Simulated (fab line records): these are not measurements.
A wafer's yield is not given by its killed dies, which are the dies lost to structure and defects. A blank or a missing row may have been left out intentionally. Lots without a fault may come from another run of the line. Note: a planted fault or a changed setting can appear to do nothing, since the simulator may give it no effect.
Which tool did it?	flow berkeley-cmos170	15 lots with 45 wafers sampled at 2 steps, on a route of 331 steps

## WHAT EACH GAUGE READ, for each wafer
UCB170_V2_THK_MEAS_04. Usual: for V2_POLISHED_THK the level is 1000.3 nm and the standard deviation is 1.4.
lot	measured	on	V2_POLISHED_THK (nm)	flag
L480	day 8 22:30	film-metro-02	1002.6 1000.4 1001.0	
L481	day 8 23:47	film-metro-04	999.4 1002.0 1001.4	
L482	day 9 00:26	film-metro-03	998.5 1000.9 999.9	
L483	day 9 23:47	film-metro-04	1001.9 1002.1 1000.3	
L485	day 10 15:39	film-metro-04	1003.5 999.6 1001.8	
L486	day 10 17:05	film-metro-02	997.9 998.6 998.9	
L488	day 11 06:08	film-metro-04	998.9 999.3 1000.1	
L487	day 11 07:27	film-metro-03	998.7 1002.0 1000.9	
L489	day 11 12:42	film-metro-03	999.3 1000.1 997.9	
L491	day 12 06:32	film-metro-03	1323.8 1322.3 1335.4	OFF
L493	day 12 07:39	film-metro-02	1341.6 1341.7 1333.2	OFF
L494	day 12 23:14	film-metro-03	1352.3 1340.2 1351.0	OFF
L498	day 13 09:42	film-metro-03	1001.4 1001.2 999.6	
L503	day 14 04:02	film-metro-03	1001.2 1000.7 999.5	
L501	day 14 06:17	film-metro-02	998.7 1000.1 998.2	

## EACH LOT AND THE TOOL THAT RAN IT (in order: tool; ch and the chambers of the sampled wafers; start)
lot	UCB170_V2_CMP_02
L480	cmp-01 ch 0,1, day 8 22:05
L481	cmp-02 ch 0,2,3, day 8 23:22
L482	cmp-02 ch 0,1,3, day 9 00:01
L483	cmp-02 ch 0,1,3, day 9 23:21
L485	cmp-01 ch 1,2, day 10 15:16
L486	cmp-02 ch 1,2,3, day 10 16:43
L488	cmp-02 ch 0,3, day 11 05:43
L487	cmp-01 ch 0,1,2, day 11 07:04
L489	cmp-02 ch 1,2, day 11 12:16
L491	cmp-02 ch 0,1,2, day 12 06:13
L493	cmp-02 ch 1,2,3, day 12 07:18
L494	cmp-02 ch 0,1,2, day 12 22:49
L498	cmp-01 ch 0,3, day 13 09:20
L503	cmp-01 ch 1,2,3, day 14 03:40
L501	cmp-01 ch 2,3, day 14 05:52
- UCB170_V2_CMP_02: polishes SiO2.

## AS READ BY THE TOOLS THEMSELVES (means over the sampled wafers that have a number; for cases with no such wafer, the mark the record gives instead)
UCB170_V2_CMP_02. Usual: motor-current-A 17.0 A, standard deviation 1.8.
lot	tool	motor-current-A (A)	flag
L480	cmp-01	18.6	
L481	cmp-02	17.5	
L482	cmp-02	17.3	
L483	cmp-02	17.0	
L485	cmp-01	17.6	
L486	cmp-02	17.0	
L488	cmp-02	18.5	
L487	cmp-01	17.2	
L489	cmp-02	15.2	
L491	cmp-02	16.2	
L493	cmp-02	16.9	
L494	cmp-02	15.9	
L498	cmp-01	17.8	
L503	cmp-01	16.9	
L501	cmp-01	15.6	

## THE ANSWER, worked out from the rows above alone
Rule: lot off if the mean of its wafers having a number is beyond 3 standard deviations from the usual mean. Also off: a lot with no number at a reading for which 4 or more lots have one. Where the step has rows for the other lots, those lots are counted as sound. First the gauges in route order, then the tools' own readings, where a lot's mean is used as printed above. The first step at which some lot is off is used, and at that step the reading that is off furthest; a lot without a number counts as furthest.
Off: at UCB170_V2_THK_MEAS_04 (V2_POLISHED_THK), L491, L493, L494.
If a tool, at a process step before that reading, ran all the lots that are off and no sound lot after the first of them, it fits. Those tools and the gauges at UCB170_V2_THK_MEAS_04 are tried in the same way. One candidate fits, namely cmp-02 at UCB170_V2_CMP_02. A fault onset in the window from L489 (day 11 12:16, its last sound lot) to L491 (day 12 06:13, its first lot off) fits.

## WHAT THE SIMULATOR PUT IN
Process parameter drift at UCB170_V2_CMP_02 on cmp-02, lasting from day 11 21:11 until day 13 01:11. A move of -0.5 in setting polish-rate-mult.
Struck lots among those shown: L491, L493, L494. This agrees with what the rule above found.
